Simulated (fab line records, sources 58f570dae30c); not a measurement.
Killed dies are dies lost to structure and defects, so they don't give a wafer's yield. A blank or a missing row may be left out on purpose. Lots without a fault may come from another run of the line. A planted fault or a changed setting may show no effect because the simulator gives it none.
Which tool did it? | flow berkeley_cmos170 | 7 lots, 21 wafers sampled, at 4 steps of a route of 331

WHAT THE GAUGES READ, wafer by wafer
UCB170_V2_CD_MEAS_90: target cd 700 nm.
lot  | measured     | on        | cd_nm (nm)
L323 | day 10 11:34 | cd_sem-02 | 700.3 698.5 697.7
L327 | day 10 10:51 | cd_sem-01 | 700.8 699.5 701.2
L326 | day 10 09:35 | cd_sem-01 | 697.3 697.3 696.8
L331 | day 11 06:28 | cd_sem-02 | 699.0 700.4 700.2
L333 | day 11 20:25 | cd_sem-02 | 698.1 698.1 699.0
L336 | day 12 05:23 | cd_sem-01 | 696.3 698.0 699.8
L341 | day 12 21:32 | cd_sem-02 | 700.1 699.7 700.7

WHICH TOOL RAN EACH LOT (tool, then ch and the chambers of the sampled wafers, then the start)
lot  | UCB170_WELLDRIVE_OXIDATION_01 | UCB170_SDANNEAL_RTA_00           | UCB170_V2_ETCH_14
L323 | furnace-04 ch 0, day 5 04:58  | rtp_anneal-02 ch 0, day 9 13:34  | rie_diel-04 ch 0,1,3, day 10 11:17
L327 | furnace-04 ch 0, day 5 04:58  | rtp_anneal-02 ch 0, day 9 13:16  | rie_diel-03 ch 1,3, day 10 10:34
L326 | furnace-01 ch 0, day 5 10:19  | rtp_anneal-01 ch 0, day 9 12:40  | rie_diel-01 ch 2,3, day 10 09:19
L331 | furnace-04 ch 0, day 6 03:20  | rtp_anneal-02 ch 0, day 10 08:56 | rie_diel-03 ch 0,1,3, day 11 06:10
L333 | furnace-04 ch 0, day 6 19:32  | rtp_anneal-02 ch 0, day 10 23:58 | rie_diel-01 ch 1,2,3, day 11 20:08
L336 | furnace-01 ch 0, day 7 06:35  | rtp_anneal-01 ch 0, day 11 06:10 | rie_diel-04 ch 0,1,2, day 12 05:05
L341 | furnace-04 ch 0, day 8 06:08  | rtp_anneal-01 ch 0, day 12 04:22 | rie_diel-01 ch 1,3, day 12 21:14
- UCB170_WELLDRIVE_OXIDATION_01: target thk 199 nm, ox time 9000 s.
- UCB170_SDANNEAL_RTA_00: time 10 s.
- UCB170_V2_ETCH_14: etches SiO2 in CHF3/CF4/Ar, stops on Al, target depth 1250 nm, time 291 s.

THE ANSWER, worked out from the rows above alone
Rule: what is usual is taken from the lots themselves. Put in order of their means at a reading, lots are off if they are a third of the lots or fewer, leave a main group of 4 or more, and stand apart from it by a gap of 3 or more times the standard deviation of the main group's means; of several such gaps the widest counts. A main group whose means are all the same, to the digits that the tables above print for the reading, isn't used. A lot without any number at a reading at which 4 lots or more have one is off too. The other lots that the step has rows for count as sound.
No lot is off at any reading shown: from this, nothing can be told.

WHAT THE SIMULATOR HAD PUT IN
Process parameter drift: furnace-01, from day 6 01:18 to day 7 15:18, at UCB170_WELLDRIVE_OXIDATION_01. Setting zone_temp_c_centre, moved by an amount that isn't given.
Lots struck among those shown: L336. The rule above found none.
